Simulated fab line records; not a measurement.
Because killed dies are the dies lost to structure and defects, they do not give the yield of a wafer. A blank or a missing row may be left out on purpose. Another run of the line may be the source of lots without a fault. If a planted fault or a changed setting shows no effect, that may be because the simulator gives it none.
Struck lot and sound lot, side by side | flow rit-cmos | 15 out of 202 route steps
Sound: the wafers L895.1, L895.2, L895.5. Wafers struck: L909.1, L909.2, L909.6. Last of all comes the cause.
For every step that has rows: the tool of each side, followed by ch and its chambers, followed by its first start. Under that, the readings that differ: sound wafers | struck wafers | difference of the means | sigmas: that difference in standard deviations of wafers without a fault.
alike: readings with means less than 2 such deviations apart, plus words and numbers identical on both sides. not compared: withheld readings, readings lacking a value on some wafer, bounds such as >300 that could conceal the same value, and numbers that have no deviation in the record and whose values overlap.
Wherever a step has rows on one side only, a row that says differs or no value, or a row with sigmas, the two part there. Non-overlapping numbers with no deviation appear without sigmas and do not part them. A reading that every wafer of one side lacks parts them only if that side has two wafers or more.

first, 6 steps without rows for these wafers: RIT_ACTIVE_HMDS_05 (prime time 60 s); RIT_ACTIVE_COAT_06 (resist thk 1000 nm); RIT_ACTIVE_SOFTBAKE_07 (time 60 s); RIT_ACTIVE_EXPOSE_08 (exposes mask M1, target cd 1400 nm); RIT_ACTIVE_PEB_09; RIT_ACTIVE_DEVELOP_10 (develop time 50 s).
RIT_ACTIVE_CD_MEAS_11: target cd 1400 nm.
  sound on cd-sem-01, day 1 14:26; struck on cd-sem-01, day 4 12:34
  alike: cd-nm
then, 1 step without rows for these wafers: RIT_ACTIVE_HARDBAKE_12 (time 60 s).
RIT_ACTIVE_ETCH_13: etches Si3N4 in SF6, stops on SiO2, time 210 s, target depth 210 nm.
  sound on rie-diel-03 ch 0,3, day 1 14:43; struck on rie-diel-03 ch 0,1,3, day 4 12:50
  alike: drypump-motor-current-A, oes-product-au, throttle-valve-pct
  not compared: rf-hours-counter-h
RIT_ACTIVE_STRIP_14: strips in O2, time 180 s.
  sound on plasma-asher-02 ch 0,1, day 1 14:50; struck on plasma-asher-02 ch 0,1, day 4 12:58
  alike: drypump-motor-current-A
  not compared: rf-hours-counter-h
RIT_ACTIVE_CD_MEAS_90: target cd 1400 nm.
  sound on cd-sem-01, day 1 15:01; struck on cd-sem-02, day 4 13:08
  alike: cd-nm
then, 1 step without rows for these wafers: RIT_ACTIVE_CLEAN_15 (cleans in SC1, time 600 s).
RIT_ACTIVE_CLEAN_16: cleans in dHF, time 30 s.
  sound on wet-bench-01 ch 1, day 1 15:20; struck on wet-bench-04 ch 2, day 4 13:26
  reading          | sound          | struck         | difference | sigmas
  run-length-s (s) | 55.5 55.5 55.5 | 41.8 41.8 41.8 | -13.7      | -6
then, 1 step without rows for these wafers: RIT_ACTIVE_CLEAN_17 (cleans in SC2, time 600 s).
RIT_M1_PROBE_99:
  only the struck wafers here have rows in the record (prober-01, day 6 08:45); the sound ones have none

WHERE THEY PART
At RIT_ACTIVE_CLEAN_16 first; at RIT_M1_PROBE_99 last (within this record only).

WHY: what had been put in by the simulator
wet-bench-04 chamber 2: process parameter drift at RIT_ACTIVE_CLEAN_16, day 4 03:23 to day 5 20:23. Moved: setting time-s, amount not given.
